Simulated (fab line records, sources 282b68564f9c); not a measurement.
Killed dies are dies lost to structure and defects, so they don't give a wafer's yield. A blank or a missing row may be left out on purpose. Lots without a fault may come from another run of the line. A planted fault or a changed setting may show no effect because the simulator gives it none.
Which tool did it? | flow rit_cmos | 14 lots, 42 wafers sampled, at 1 step of a route of 202

WHAT THE GAUGES READ, wafer by wafer
The record holds no reading of a measuring or inspecting step that can be judged against a usual standard deviation.

WHICH TOOL RAN EACH LOT (tool, then ch and the chambers of the sampled wafers, then the start)
lot  | RIT_GATE_SOFTBAKE_12
L535 | litho_track-02 ch 0, day 2 15:47
L537 | litho_track-03 ch 0, day 3 03:05
L538 | litho_track-04 ch 0, day 3 04:46
L539 | litho_track-04 ch 0, day 3 08:36
L541 | litho_track-04 ch 0, day 3 18:26
L542 | litho_track-04 ch 0, day 4 00:04
L543 | litho_track-02 ch 0, day 4 06:28
L544 | litho_track-03 ch 0, day 4 09:14
L546 | litho_track-03 ch 0, day 4 21:03
L547 | litho_track-04 ch 0, day 5 00:58
L548 | litho_track-04 ch 0, day 5 06:10
L551 | litho_track-03 ch 0, day 5 19:32
L556 | litho_track-04 ch 0, day 6 21:23
L558 | litho_track-04 ch 0, day 7 06:26
- RIT_GATE_SOFTBAKE_12: time 60 s.

WHAT THE TOOLS THEMSELVES READ (means of the sampled wafers that have a number; where no wafer has one, the mark that the record gives instead)
RIT_GATE_SOFTBAKE_12.
lot  | tool           | chill_plate_temp_C (C) | heater_power_total_W (W) | plate_temp_C (C)
L535 | litho_track-02 | 22.94                  | 34.63                    | 89.98
L537 | litho_track-03 | 23.04                  | 34.58                    | 90.02
L538 | litho_track-04 | 23.05                  | 34.61                    | 89.93
L539 | litho_track-04 | 23.10                  | 34.59                    | 89.91
L541 | litho_track-04 | 23.01                  | 34.56                    | 90.14
L542 | litho_track-04 | 22.98                  | 34.56                    | 89.99
L543 | litho_track-02 | 22.96                  | 34.51                    | 89.92
L544 | litho_track-03 | 22.92                  | 34.52                    | 90.13
L546 | litho_track-03 | 23.01                  | 34.56                    | 90.05
L547 | litho_track-04 | 23.02                  | 34.51                    | 90.04
L548 | litho_track-04 | 23.05                  | 34.59                    | 90.18
L551 | litho_track-03 | 23.00                  | 34.54                    | 90.04
L556 | litho_track-04 | 23.06                  | 35.40                    | 91.55
L558 | litho_track-04 | 22.86                  | 35.38                    | 91.59

THE ANSWER, worked out from the rows above alone
Rule: what is usual is taken from the lots themselves. Put in order of their means at a reading, lots are off if they are a third of the lots or fewer, leave a main group of 4 or more, and stand apart from it by a gap of 3 or more times the standard deviation of the main group's means; of several such gaps the widest counts. A main group whose means are all the same, to the digits that the tables above print for the reading, isn't used. A lot without any number at a reading at which 4 lots or more have one is off too. The other lots that the step has rows for count as sound. The gauges are gone through in route order, then the tools' own readings, and for those a lot's mean is taken as printed above. The first step at which some lot is off is used, and at that step the reading that is off furthest; a lot without a number counts as furthest.
Off: L556, L558, at RIT_GATE_SOFTBAKE_12 (heater_power_total_W). The main group: mean 34.56 W, standard deviation 0.037.
A tool fits if, at that step or a process step before it, it ran every lot that is off, and no sound lot after the first of them. One fits: litho_track-04 at RIT_GATE_SOFTBAKE_12. Its last sound lot is L548 (day 5 06:10), its first lot that is off L556 (day 6 21:23): a fault that began between those two fits.
The tool's own readings at RIT_GATE_SOFTBAKE_12 bear it out: on the lots that are off they differ by more than 5 times the standard deviation of the sound lots' means. heater_power_total_W reads 35.39 W there against 34.56 W on the sound lots; plate_temp_C reads 91.57 C there against 90.03 C on the sound lots.

WHAT THE SIMULATOR HAD PUT IN
Process parameter drift: litho_track-04, from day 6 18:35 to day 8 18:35, at RIT_GATE_SOFTBAKE_12. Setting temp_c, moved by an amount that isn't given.
Lots struck among those shown: L556, L558. The rule above found the same.
